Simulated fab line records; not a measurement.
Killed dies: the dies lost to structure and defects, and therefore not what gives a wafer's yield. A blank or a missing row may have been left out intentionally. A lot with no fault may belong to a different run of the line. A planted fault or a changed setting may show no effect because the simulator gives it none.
2 desks, one fault + flow berkeley_cmos170 + every desk sees just its own numbers, and what lay behind them comes last

== METROLOGY DESK ==
What the gauges read for every lot (on any tool): the sampled wafers with a number, averaged. Marked OUT: a lot whose mean sits more than 4 standard deviations from the usual mean, which makes it out of limits; the brackets give that distance.
Columns: A = NWELL_NITRIDE_THK at UCB170_NWELL_THK_MEAS_05, usual 224.5 nm; B = NWELL_TW at UCB170_NWELL_TW_MEAS_16, usual 1244
| lot  | first seen here | A     | B               |
|------|-----------------|-------|-----------------|
| L690 | day 3 03:13     | 228.8 | 1239            |
| L691 | day 3 03:13     | 222.8 | 1239            |
| L692 | day 3 03:13     | 219.9 | 1248            |
| L693 | day 3 13:02     | 224.3 | 1252            |
| L697 | day 4 09:50     | 227.1 | 1224            |
| L698 | day 4 09:51     | 222.7 | 1242            |
| L701 | day 5 02:32     | 221.4 | 1200 (-5.4) OUT |
| L702 | day 5 10:57     | 226.9 | 1234            |
| L704 | day 5 15:28     | 221.3 | 1252            |
| L705 | day 6 02:56     | 228.0 | 1252            |
| L707 | day 6 15:14     | 221.8 | 1235            |
| L706 | day 6 15:16     | 227.6 | 1238            |
| L709 | day 7 03:52     | 222.6 | 1237            |
| L711 | day 7 21:16     | 223.9 | 1250            |
Finding of this desk: L701 out of limits, first seen on L701 at day 5 04:35 (NWELL_TW at UCB170_NWELL_TW_MEAS_16). L690, L691, L692, L693, L697, L698, L702, L704, L705, L707, L706, L709, L711 stayed within limits.

== DESK OF THE TOOL OWNER: implanter-04 ==
The tool's own readings at UCB170_NWELL_IMPLANT_14, given as means over the sampled wafers that have a number, one for each lot that went through this tool. Marked OUT: a lot whose mean sits more than 4 standard deviations from the usual mean, which makes it out of limits; the brackets give that distance.
Columns: A = beam_on_s at UCB170_NWELL_IMPLANT_14, usual 10.02 s; B = dose_ions_cm2 at UCB170_NWELL_IMPLANT_14, usual 9.998e+12; C = faraday_current_uA at UCB170_NWELL_IMPLANT_14, usual 31.7; D = tilt_deg at UCB170_NWELL_IMPLANT_14, usual 6.996 degrees
| lot  | first seen here | A     | B                   | C               | D     |
|------|-----------------|-------|---------------------|-----------------|-------|
| L690 | day 3 04:22     | 10.08 | 9.999e+12           | 31.5            | 6.999 |
| L697 | day 4 11:35     | 10.14 | 9.208e+12 (-72) OUT | 28.8 (-4.6) OUT | 7.001 |
| L701 | day 5 04:20     | 9.92  | 9.194e+12 (-73) OUT | 29.5            | 6.982 |
| L709 | day 7 05:10     | 9.92  | 9.999e+12           | 31.9            | 6.959 |
This desk's verdict: out of limits on L697, L701, starting with L697 at day 4 11:35 (dose_ions_cm2 at UCB170_NWELL_IMPLANT_14). L690, L709 stayed within limits.

== PUT TOGETHER ==
An alarm could have come from the tool owner's desk at day 4 11:35, on L697, L701.
The metrology desk could have raised an alarm at day 5 04:35, on L701.
The metrology desk has L697 on record, within its limits.
All the named lots went through UCB170_NWELL_IMPLANT_14 on implanter-04.

== WHAT THE SIMULATOR PUT IN ==
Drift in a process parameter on implanter-04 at UCB170_NWELL_IMPLANT_14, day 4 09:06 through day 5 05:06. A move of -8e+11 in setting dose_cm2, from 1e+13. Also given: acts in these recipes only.
Lots struck among those shown: L697, L701.
Fault start to first reading out of limits, in hours, per desk: tool owner, 2; metrology, 19.
